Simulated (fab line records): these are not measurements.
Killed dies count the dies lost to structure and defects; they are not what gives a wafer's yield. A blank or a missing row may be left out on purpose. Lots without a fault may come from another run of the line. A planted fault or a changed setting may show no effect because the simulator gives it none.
What tool caused it?	flow berkeley-cmos170	7 lots (21 wafers sampled), 1 step of a 331-step route

== WHAT EACH GAUGE READ, for each wafer ==
UCB170_ACTIVE_OVL_MEAS_14.
lot	measured	on	ACTIVE_OVL (nm)
L488	day 5 04:28	overlay-01	-1 3 3
L490	day 6 01:22	overlay-01	7 3 -1
L492	day 6 09:34	overlay-01	-5 3 5
L494	day 6 10:34	overlay-01	-1 6 1
L500	day 7 08:15	overlay-02	-2 2 -4
L503	day 8 07:41	overlay-02	13 3 5
L507	day 8 19:11	overlay-02	2 -3 0

== WHICH TOOL RAN EACH LOT (tool, then ch and the chambers of the sampled wafers, then the start) ==
There is no process step in the record ahead of these readings.

== THE ANSWER, worked out from the rows above alone ==
Rule: usual is defined by the lots themselves. Put in order of their means at a reading, lots are off if they are a third of the lots or fewer, leave a main group of 4 or more, and stand apart from it by a gap of 3 or more times the standard deviation of the main group's means; of several such gaps the widest counts. If all means in a main group match to the digits the tables above print for the reading, that group is not used. Also off: a lot with no number at a reading for which 4 or more lots have one. Where the step has rows for the other lots, those lots are counted as sound.
No lot is off at any reading shown: from this, nothing can be told.

== WHAT THE SIMULATOR HAD INSERTED ==
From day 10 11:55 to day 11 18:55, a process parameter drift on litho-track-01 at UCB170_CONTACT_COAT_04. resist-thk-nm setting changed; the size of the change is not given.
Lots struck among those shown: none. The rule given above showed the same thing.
